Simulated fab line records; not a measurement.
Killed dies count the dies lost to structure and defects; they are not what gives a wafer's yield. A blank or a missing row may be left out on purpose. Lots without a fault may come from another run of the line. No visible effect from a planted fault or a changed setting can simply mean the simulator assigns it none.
Split-lot study -- flow berkeleyCmos170 -- on a route of 331 steps: 5 lots, 23 wafers read

ON THE SPLIT
At UCB170_NWELL_CVD_04 (deposits Si3N4 from SiH2Cl2/NH3, target thk 224 nm, time 3360 s), the setting pressureMtorr was moved away from the recipe's 200 mTorr on 10 of the 23 wafers read, by -11.5% to +13.7%. The other wafers ran this setting at the recipe's value.

Reading taken at the split's own step.

THE READING
Si3N4_of_NWELL_CVD_04.thkNm (the simulator's own value, which no gauge read), in nm, at UCB170_NWELL_CVD_04 (deposits Si3N4 from SiH2Cl2/NH3, target thk 224 nm, time 3360 s). The file does not state a usual value for it. The 13 wafers here that ran the recipe average 222.0 nm, standard deviation 2.2 nm.

wafer,"tool, chamber at the split","pressureMtorr as run, mTorr",against the recipe,"Si3N4_of_NWELL_CVD_04.thkNm, nm",against lot-mates on the recipe
L075.2,"-, -",177,-11.5%,219.6,no lot-mate on the recipe
L075.3,"-, -",177,-11.5%,219.9,no lot-mate on the recipe
L075.4,"-, -",177,-11.5%,218.5,no lot-mate on the recipe
L075.5,"-, -",177,-11.5%,218.4,no lot-mate on the recipe
L075.6,"-, -",177,-11.5%,218,no lot-mate on the recipe
L080.2,"-, -",227.5,+13.7%,229.6,no lot-mate on the recipe
L080.3,"-, -",227.5,+13.7%,230.3,no lot-mate on the recipe
L080.4,"-, -",227.5,+13.7%,229.2,no lot-mate on the recipe
L080.5,"-, -",227.5,+13.7%,232.5,no lot-mate on the recipe
L080.6,"-, -",227.5,+13.7%,231.1,no lot-mate on the recipe
L081.1,"-, -",200,recipe,220.8,-
L081.2,"-, -",200,recipe,219.4,-
L081.3,"-, -",200,recipe,220.1,-
L081.4,"-, -",200,recipe,221.6,-
L081.5,"-, -",200,recipe,221,-
L084.1,"lpcvd-01, 1",200,recipe,225.5,-
L084.5,"lpcvd-01, 1",200,recipe,225.5,-
L084.4,"lpcvd-01, 1",200,recipe,225.8,-
L085.1,"-, -",200,recipe,220.6,-
L085.2,"-, -",200,recipe,219.5,-
L085.3,"-, -",200,recipe,220.9,-
L085.4,"-, -",200,recipe,222.2,-
L085.6,"-, -",200,recipe,222.7,-

FIT RESULTS
A straight line over all 23 wafers: Si3N4_of_NWELL_CVD_04.thkNm changes by +0.471 nm for each +1% of pressureMtorr; r = +0.88; the points scatter about the line by 2.2 nm.
Too few moved wafers with a lot-mate on the recipe to fit a line net of each lot's own level.

THE FILE'S OWN FIT
Si3N4_of_NWELL_CVD_04.thkNm changes by +0.471 nm for each +1% of pressureMtorr, r = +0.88.
